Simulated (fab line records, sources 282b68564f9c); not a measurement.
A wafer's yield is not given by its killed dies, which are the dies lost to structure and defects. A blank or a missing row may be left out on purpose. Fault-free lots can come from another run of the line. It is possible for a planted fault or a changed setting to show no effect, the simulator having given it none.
2 desks looking at one fault / flow rit-cmos / only its own numbers are on each desk; what lay behind them is given at the end

DESK OF THE TOOL OWNER: plasma-asher-01
The tool's own readings at RIT_PSD_STRIP_09 (strips in O2, time 180 s): means of the sampled wafers that have a number, for each lot that ran on this tool. A lot is out of limits, marked OUT, if its mean lies more than 4 standard deviations from the usual mean; the brackets give that distance.
Columns: A = drypump-motor-current-A at RIT_PSD_STRIP_09, usual 5.8 A; B = run-length-s at RIT_PSD_STRIP_09, usual 208.5 s
lot=L442; first seen here=day 3 13:46; A=5.4; B=208.3
lot=L444; first seen here=day 3 17:59; A=5.3; B=208.1
lot=L446; first seen here=day 4 05:20; A=5.3; B=117.3 (-99 or more) OUT
lot=L457; first seen here=day 6 11:08; A=5.2; B=208.1
lot=L464; first seen here=day 7 20:32; A=5.2; B=208.2
This desk finds L446 out of limits, L446 being first, at day 4 05:20 (run-length-s at RIT_PSD_STRIP_09). Within limits: L442, L444, L457, L464.

AT THE METROLOGY DESK
What the gauges read, lot by lot, whatever tool the lot ran on: means of the sampled wafers that have a number. A lot is out of limits, marked OUT, if its mean lies more than 4 standard deviations from the usual mean; the brackets give that distance.
Columns: A = GATE_OXIDE_THK at RIT_GATE_THK_MEAS_07, usual 3.01 nm; B = NSD_TW at RIT_NSD_TW_MEAS_10, usual 3098; C = PSD_OVL at RIT_PSD_OVL_MEAS_06, usual 0.3 nm
lot=L442; first seen here=day 2 20:41; A=3.13; B=3091; C=1.1
lot=L444; first seen here=day 3 02:21; A=3.03; B=3109; C=-0.4
lot=L446; first seen here=day 3 12:58; A=2.93; B=3065; C=0.6
lot=L453; first seen here=day 4 20:36; A=2.97; B=3102; C=-0.5
lot=L456; first seen here=day 5 12:26; A=2.99; B=3075; C=1.3
lot=L457; first seen here=day 5 20:15; A=3.07; B=3064; C=0.8
lot=L459; first seen here=day 6 00:08; A=3.04; B=3116; C=1.3
lot=L460; first seen here=day 6 08:21; A=2.97; B=3064; C=0.8
lot=L461; first seen here=day 6 12:23; A=2.99; B=3118; C=0.2
lot=L462; first seen here=day 6 17:19; A=2.96; B=3104; C=-0.9
lot=L463; first seen here=day 6 21:59; A=2.86; B=3091; C=1.6
lot=L464; first seen here=day 7 04:37; A=2.98; B=3119; C=-2.2
lot=L465; first seen here=day 7 08:31; A=2.95; B=3122; C=1.0
This desk's finding: nothing out of limits on any of the 13 lots.

ALL TOGETHER
The tool owner's desk could have raised an alarm at day 4 05:20, on L446.
The metrology desk saw nothing out of limits.
The metrology desk holds a record of L446, inside its limits.
On plasma-asher-01, each named lot ran RIT_PSD_STRIP_09.

WHAT THE SIMULATOR HAD PUT IN
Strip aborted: plasma-asher-01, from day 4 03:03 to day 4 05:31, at RIT_PSD_STRIP_09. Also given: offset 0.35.
Lots struck among those shown: L446.
Time in hours from fault onset to the first out-of-limits reading at each desk: the tool owner's desk, 2.
